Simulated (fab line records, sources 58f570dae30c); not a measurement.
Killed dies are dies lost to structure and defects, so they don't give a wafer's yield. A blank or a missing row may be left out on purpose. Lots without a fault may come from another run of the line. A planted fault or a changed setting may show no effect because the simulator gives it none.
fab line records | flow berkeley_cmos170
record lots=13 wafers=39 last_day=13
route steps=331 shown NWELL@26 M3@310
lots that met no fault: from a run of the same line without faults
start_h: hours from the record's first day to the start of the lot's first wafer shown | wait_h: hours since the lot's step before | " the same as in the row above | L1.1+2: a row that stands for several wafers | - no value, or no start given | * or withheld: withheld | < > ~ a bound
route shown NAME@n: a module of which the file shows steps, and the number in the route of the first | usual: mean/standard deviation of fault-free wafers | same: alike in all rows | chamber/n: place in a boat | sites: the reading at each site | _std_site: their standard deviation | _edge_site: outer sites' mean less inner sites' | radius_mm: how far each site lies from the wafer's centre | mask NAME#n: copy n | behind: the tool/chamber that last shaped the wafer | hold: why the lot was held/for how many hours/how that ended | device: the transistor (n, p or np) that didn't switch | end of line: the same wafers' tests at the end of the route | a step without rows: its recipe alone | killed: dies lost to structure and defects at the first sort, not the wafer's yield | map: a wafer's dies, x killed, . not, _ none there
set.NAME: the setting as run; set.NAME@STEP: as run at that earlier step | model.NAME: the simulator's own value behind a step, which no gauge read
steps of the route over a sample of lots; a table a step, a row a wafer
services: from which hour (start_h, from the record's first day; less than 0 if before it) a tool's chamber was out of use, for how many hours, and why
## steps
# step UCB170_NWELL_OVL_MEAS_12
# usual NWELL_OVL=-2/4.8
# columns lot.wafer tool chamber start_h wait_h NWELL_OVL[nm]
L192.2 overlay-02 - 36.32 - -9
L192.3 " - " " -13
L192.4 " - " " -10
L194.1 overlay-01 - 47.94 - 0
L194.3 " - " " -3
L194.6 " - " " 0
L193.2 overlay-01 - 48.17 - -3
L193.5 " - " " 5
L193.6 " - " " 3
L197.1 overlay-02 - 66.22 - -1
L197.2 " - " " 3
L197.4 " - " " -1
L199.2 overlay-02 - 75.40 - -7
L199.3 " - " " -8
L199.5 " - " " -5
L200.1 overlay-02 - 75.51 - 0
L200.4 " - " " -2
L200.6 " - " " 7
L201.1 overlay-02 - 83.80 - -8
L201.2 " - " " -6
L201.3 " - " " 0
L202.1 overlay-01 - 92.21 - -1
L202.5 " - " " 0
L202.6 " - " " 0
L203.3 overlay-02 - 95.72 - 0
L203.5 " - " " 1
L203.6 " - " " 1
L204.2 overlay-01 - 95.97 - 3
L204.3 " - " " -1
L204.5 " - " " 7
L206.1 overlay-01 - 107.71 - -10
L206.5 " - " " -14
L206.6 " - " " -9
L208.2 overlay-02 - 120.23 - -6
L208.3 " - " " 1
L208.5 " - " " 1
L213.1 overlay-02 - 142.87 - -9
L213.3 " - " " -3
L213.4 " - " " -7
# step UCB170_M3_SPUTTER_01
# recipe material=Al target_thk_nm=900 time_s=120 power_w=6000 chamber_pressure_pa=0.5
# usual cathode_dc_power_W=6000.0/1 chamber_pressure_pa=0.5001/0.0012 throttle_valve_pct=30.1/0.82
# columns lot.wafer tool chamber start_h wait_h cathode_dc_power_W chamber_pressure_pa throttle_valve_pct
L192.2 pvd_sputter-03 - 188.17 0.0 6000.3 0.5000 29.3
L192.3 " - " " 5998.7 0.4983 30.9
L192.4 " - " " 6000.1 0.4985 29.9
L194.1 pvd_sputter-04 - 201.58 0.0 5999.8 0.5008 30.5
L194.3 " - " " 5999.5 0.5007 30.4
L194.6 " - " " 5999.8 0.4985 30.4
L193.2 pvd_sputter-02 - 201.82 0.0 6000.3 0.4967 29.9
L193.5 " - " " 5998.9 0.4974 30.1
L193.6 " - " " 6001.4 0.4989 31.6
L199.2 pvd_sputter-02 - 220.98 0.0 6000.0 0.5010 29.3
L199.3 " - " " 6000.5 0.4998 29.6
L199.5 " - " " 6000.3 0.5000 29.6
L200.1 pvd_sputter-03 - 221.05 0.0 6001.9 0.4991 29.2
L200.4 " - " " 6001.0 0.4992 28.3
L200.6 " - " " 6000.4 0.5002 29.9
L197.1 pvd_sputter-02 - 221.96 0.0 6001.5 0.4998 30.2
L197.2 " - " " 6001.7 0.4995 29.3
L197.4 " - " " 5999.5 0.5003 29.6
L201.1 pvd_sputter-03 - 250.68 0.0 6000.7 0.4995 29.4
L201.2 " - " " 6000.9 0.5003 30.0
L201.3 " - " " 6001.8 0.4998 31.1
L204.2 pvd_sputter-04 - 250.83 0.0 5999.5 0.5005 30.3
L204.3 " - " " 6000.5 0.5017 30.7
L204.5 " - " " 6000.2 0.4989 30.4
L202.1 pvd_sputter-02 - 251.49 0.0 5997.8 0.5002 29.8
L202.5 " - " " 5998.7 0.5005 31.6
L202.6 " - " " 6000.9 0.4971 29.9
L203.3 pvd_sputter-03 - 251.80 0.0 5996.6 0.4984 29.9
L203.5 " - " " 6001.0 0.4994 31.3
L203.6 " - " " 6000.8 0.4986 28.0
L206.1 pvd_sputter-02 - 258.67 0.0 6000.2 0.4991 29.4
L206.5 " - " " 6001.0 0.5016 31.6
L206.6 " - " " 5999.4 0.5010 29.8
L208.2 pvd_sputter-02 - 284.63 0.0 6000.2 0.4992 29.8
L208.3 " - " " 5998.0 0.4990 29.6
L208.5 " - " " 5999.0 0.5005 29.2
L213.1 pvd_sputter-02 - 295.11 0.0 5999.8 0.5009 29.4
L213.3 " - " " 6000.3 0.5013 31.4
L213.4 " - " " 6000.9 0.5033 29.6
# step UCB170_M3_RS_MEAS_02
# recipe thk_meas_gauge=four-point-probe reads=Al_of_M3_SPUTTER_01
# usual M3_AL_RS=0.0321/0.00046
# columns lot.wafer tool chamber start_h wait_h M3_AL_RS[ohm/sq]
L192.2 film_metro-02 - 188.27 0.1 0.0319
L192.3 " - " " 0.0326
L192.4 " - " " 0.0323
L194.1 film_metro-03 - 201.66 0.0 0.0320
L194.3 " - " " 0.0325
L194.6 " - " " 0.0323
L193.2 film_metro-01 - 201.92 0.1 0.0318
L193.5 " - " " 0.0320
L193.6 " - " " 0.0319
L199.2 film_metro-03 - 221.09 0.1 0.0316
L199.3 " - " " 0.0317
L199.5 " - " " 0.0315
L200.1 film_metro-01 - 221.14 0.0 0.0324
L200.4 " - " " 0.0326
L200.6 " - " " 0.0326
L197.1 film_metro-01 - 222.04 0.0 0.0313
L197.2 " - " " 0.0312
L197.4 " - " " 0.0312
L201.1 film_metro-01 - 250.76 0.0 0.0316
L201.2 " - " " 0.0319
L201.3 " - " " 0.0321
L204.2 film_metro-02 - 250.93 0.1 0.0328
L204.3 " - " " 0.0324
L204.5 " - " " 0.0328
L202.1 film_metro-01 - 251.57 0.0 0.0320
L202.5 " - " " 0.0320
L202.6 " - " " 0.0322
L203.3 film_metro-02 - 251.92 0.1 0.0322
L203.5 " - " " 0.0321
L203.6 " - " " 0.0321
L206.1 film_metro-03 - 258.78 0.1 0.0317
L206.5 " - " " 0.0319
L206.6 " - " " 0.0319
L208.2 film_metro-03 - 284.73 0.1 0.0312
L208.3 " - " " 0.0314
L208.5 " - " " 0.0315
L213.1 film_metro-02 - 295.19 0.0 0.0233
L213.3 " - " " 0.0314
L213.4 " - " " 0.0312
# step UCB170_M3_THK_MEAS_03
# recipe thk_meas_gauge=xrf reads=Al_of_M3_SPUTTER_01
# usual M3_AL_THK=909/14
# columns lot.wafer tool chamber start_h wait_h M3_AL_THK[nm]
L192.2 film_metro-02 - 188.38 0.1 912
L192.3 " - " " 901
L192.4 " - " " 903
L194.1 film_metro-03 - 201.78 0.1 913
L194.3 " - " " 895
L194.6 " - " " 903
L193.2 film_metro-01 - 202.03 0.1 920
L193.5 " - " " 910
L193.6 " - " " 917
L199.2 film_metro-03 - 221.20 0.1 919
L199.3 " - " " 914
L199.5 " - " " 926
L200.1 film_metro-01 - 221.26 0.1 902
L200.4 " - " " 903
L200.6 " - " " 897
L197.1 film_metro-01 - 222.16 0.1 936
L197.2 " - " " 938
L197.4 " - " " 939
L201.1 film_metro-01 - 250.88 0.1 918
L201.2 " - " " 920
L201.3 " - " " 905
L204.2 film_metro-02 - 251.04 0.1 883
L204.3 " - " " 892
L204.5 " - " " 887
L202.1 film_metro-01 - 251.69 0.1 911
L202.5 " - " " 909
L202.6 " - " " 904
L203.3 film_metro-02 - 252.02 0.1 907
L203.5 " - " " 906
L203.6 " - " " 904
L206.1 film_metro-03 - 258.90 0.1 920
L206.5 " - " " 915
L206.6 " - " " 910
L208.2 film_metro-03 - 284.84 0.1 935
L208.3 " - " " 929
L208.5 " - " " 926
L213.1 film_metro-02 - 295.31 0.1 1249
L213.3 " - " " 930
L213.4 " - " " 937
# step UCB170_M3_METAL_ETCH_18
# recipe chemistry=Cl2/BCl3 target=Al stop_on=SiO2 pressure_mtorr=12 target_depth_a=11700 over_etch_frac=0.3 time_s=195 icp_w=600 bias_w=120 Cl2_flow_sccm=90 bcl3_flow_sccm=45
# usual chamber_pressure_mTorr=11.999/0.011 drypump_motor_current_A=5.7/0.43 mfc_cl2_sccm=90.04/0.27 oes_product_au=0.851/0.018 throttle_valve_pct=24.2/0.39
# columns lot.wafer tool chamber start_h wait_h chamber_pressure_mTorr drypump_motor_current_A mfc_cl2_sccm oes_product_au rf_hours_counter_h throttle_valve_pct
L192.2 rie_metal-02 0 190.44 - 12.005 5.6 90.14 0.879 7 23.9
L192.3 " 0 " " 12.004 5.6 90.36 0.862 - 23.9
L192.4 " 1 " " 12.001 5.2 90.41 0.817 - 24.0
L194.1 rie_metal-04 1 204.48 - 12.004 6.2 90.12 0.851 0 24.6
L194.3 " 1 " " 11.996 6.2 90.02 0.844 - 24.6
L194.6 " 1 " " 11.992 6.2 90.05 0.851 - 24.6
L193.2 rie_metal-03 0 205.43 - 12.012 5.5 90.13 0.843 0 23.8
L193.5 " 1 " " 12.001 6.3 90.80 0.875 - 24.9
L193.6 " 0 " " 12.007 5.5 89.73 0.845 - 23.8
L199.2 rie_metal-03 0 224.69 - 12.012 5.5 90.00 0.852 1 23.8
L199.3 " 0 " " 12.001 5.5 90.01 0.842 - 23.8
L199.5 " 0 " " 12.009 5.5 90.45 0.857 - 23.8
L200.1 rie_metal-04 1 224.96 - 12.021 6.2 89.81 0.843 1 24.6
L200.4 " 0 " " 11.980 5.7 90.06 0.851 - 24.5
L200.6 " 0 " " 11.991 5.7 90.49 0.861 - 24.5
L197.1 rie_metal-03 1 226.09 - 11.991 6.3 89.79 0.882 3 24.9
L197.2 " 0 " " 12.002 5.5 90.51 0.857 1 23.8
L197.4 " 1 " " 12.011 6.3 89.86 0.885 - 24.9
L201.1 rie_metal-03 0 253.44 - 12.006 5.5 89.86 0.855 2 23.8
L201.2 " 1 " " 12.003 6.3 89.91 0.869 4 24.9
L201.3 " 0 " " 11.986 5.5 89.37 0.843 - 23.8
L204.2 rie_metal-02 0 253.67 - 12.003 5.6 90.06 0.856 8 23.9
L204.3 " 0 " " 11.988 5.6 89.93 0.869 - 23.9
L204.5 " 0 " " 12.010 5.6 90.04 0.857 - 23.9
L202.1 rie_metal-03 0 254.61 - 12.001 5.5 90.16 0.843 2 23.8
L202.5 " 1 " " 11.984 6.3 90.27 0.877 - 24.9
L202.6 " 0 " " 12.002 5.5 90.36 0.838 - 23.8
L203.3 rie_metal-02 1 254.71 - 12.006 5.2 90.14 0.829 - 24.0
L203.5 " 1 " " 11.999 5.2 89.80 0.822 - 24.0
L203.6 " 0 " " 12.003 5.6 90.03 0.868 - 23.9
L206.1 rie_metal-02 0 260.85 - 12.011 5.6 90.24 0.875 9 23.9
L206.5 " 0 " " 12.008 5.6 89.95 0.880 - 23.9
L206.6 " 1 " " 12.021 5.1 90.56 0.822 - 24.0
L208.2 rie_metal-03 1 287.52 - 12.019 6.3 90.01 0.879 6 24.9
L208.3 " 0 " " 11.990 5.5 90.22 0.851 - 23.8
L208.5 " 1 " " 12.011 6.4 89.77 0.874 - 24.9
L213.1 rie_metal-04 1 299.44 - 11.986 6.2 90.37 1.012 2 24.5
L213.3 " 1 " " 12.005 6.2 90.35 0.855 - 24.6
L213.4 " 1 " " 12.002 6.2 90.24 0.855 - 24.6
## services
# columns tool chamber start_h hours kind
pvd_sputter-03 - 168.90 1.1 repair
rie_metal-03 0 170.29 - clean
rie_metal-03 0 170.29 16.1 scheduled_down
rie_metal-03 0 170.29 16.1 vent_cycle
pvd_sputter-02 - 172.41 6.0 repair
rie_metal-04 1 177.08 - clean
rie_metal-04 1 177.08 20.4 scheduled_down
rie_metal-04 1 177.08 20.4 vent_cycle
rie_metal-02 - 180.83 0.5 repair
rie_metal-04 0 198.68 14.7 repair
pvd_sputter-03 - 206.29 4.2 repair
rie_metal-04 1 225.76 27.4 repair
rie_metal-04 - 231.97 40.6 repair
pvd_sputter-03 - 242.24 1.4 repair
rie_metal-04 0 275.45 - clean
rie_metal-04 0 275.45 26.7 scheduled_down
rie_metal-04 0 275.45 26.7 vent_cycle
pvd_sputter-03 - 297.07 3.9 repair
## key
first_sign step=UCB170_M3_RS_MEAS_02 reading=M3_AL_RS direction=down sigmas=19 usual=0.0321 struck=0.0233
effect step=UCB170_M3_THK_MEAS_03 reading=M3_AL_THK direction=up sigmas=25 usual=909 struck=1249
effect step=UCB170_M3_METAL_ETCH_18 reading=oes_product_au direction=up sigmas=8.9 usual=0.851 struck=1.012
met_at UCB170_M3_SPUTTER_01
struck_lots L213
struck_wafers L213.1
later_rows_left_out L213.1
sort_left_out L213.1
not_acting_at UCB170_NWELL_OVL_MEAS_12
onset_between 284.63 295.11
fault kind=process_parameter_drift tool=pvd_sputter-02 chamber=- onset_h=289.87 steps=UCB170_M3_SPUTTER_01 channel=target_thk_nm offset=310.06 shape=step end_h=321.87 acts_in=these_recipes_only stated=900 scope=struck_wafers_only
# sort_left_out: the simulated sort isn't trusted on such a fault, so these wafers' sort isn't shown, and their yield isn't known
# later_rows_left_out: the simulator's readings of these wafers behind a module that went badly wrong aren't trusted and aren't shown, but for the sort
